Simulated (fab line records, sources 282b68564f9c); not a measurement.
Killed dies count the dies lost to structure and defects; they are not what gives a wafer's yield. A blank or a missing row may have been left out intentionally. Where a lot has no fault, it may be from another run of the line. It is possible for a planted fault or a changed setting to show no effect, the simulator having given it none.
Which tool did it? | flow rit cmos | Sampling: 6 lots, 18 wafers, 2 of 202 route steps

WHAT THE GAUGES READ, wafer by wafer
RIT_PRETRO_OVL_MEAS_06.
lot  | measured    | on         | PRETRO_OVL (nm)
L948 | day 2 16:49 | overlay-02 | 0.4 0.6 1.4
L950 | day 3 03:25 | overlay-01 | 0.7 0.1 0.6
L953 | day 3 17:38 | overlay-01 | -0.9 -0.9 -0.7
L956 | day 4 09:07 | overlay-01 | - - -
L963 | day 5 20:57 | overlay-01 | 0.3 -0.8 -0.4
L968 | day 6 21:42 | overlay-02 | 2.1 0.2 1.4

WHICH TOOL RAN EACH LOT (tool, then ch and the chambers of the sampled wafers, then the start)
lot  | RIT_PRETRO_EXPOSE_03
L948 | iline stepper-02 ch 0, day 2 16:23
L950 | iline stepper-01 ch 0, day 3 02:59
L953 | iline stepper-01 ch 0, day 3 17:13
L956 | iline stepper-01 ch 0, day 4 08:41
L963 | iline stepper-01 ch 0, day 5 20:31
L968 | iline stepper-01 ch 0, day 6 21:17
- RIT_PRETRO_EXPOSE_03: exposes mask M5, target cd 43700 nm.

THE ANSWER, worked out from the rows above alone
Rule: what is usual is taken from the lots themselves. Put in order of their means at a reading, lots are off if they are a third of the lots or fewer, leave a main group of 4 or more, and stand apart from it by a gap of 3 or more times the standard deviation of the main group's means; of several such gaps the widest counts. Not used: any main group whose means are identical at the precision the tables above print for the reading. A lot without any number at a reading at which 4 lots or more have one is off too. All remaining lots with rows at the step are treated as sound.
Off: L956, at RIT_PRETRO_OVL_MEAS_06 (PRETRO_OVL). Without a number there: L956. The main group has a mean of 0.3 nm with a standard deviation of 0.75.
If a tool, at a process step before that reading, ran all the lots that are off and no sound lot after the first of them, it fits. The gauges at RIT_PRETRO_OVL_MEAS_06 are tried like those tools. Of those tried, none fits.

WHAT THE SIMULATOR HAD PUT IN
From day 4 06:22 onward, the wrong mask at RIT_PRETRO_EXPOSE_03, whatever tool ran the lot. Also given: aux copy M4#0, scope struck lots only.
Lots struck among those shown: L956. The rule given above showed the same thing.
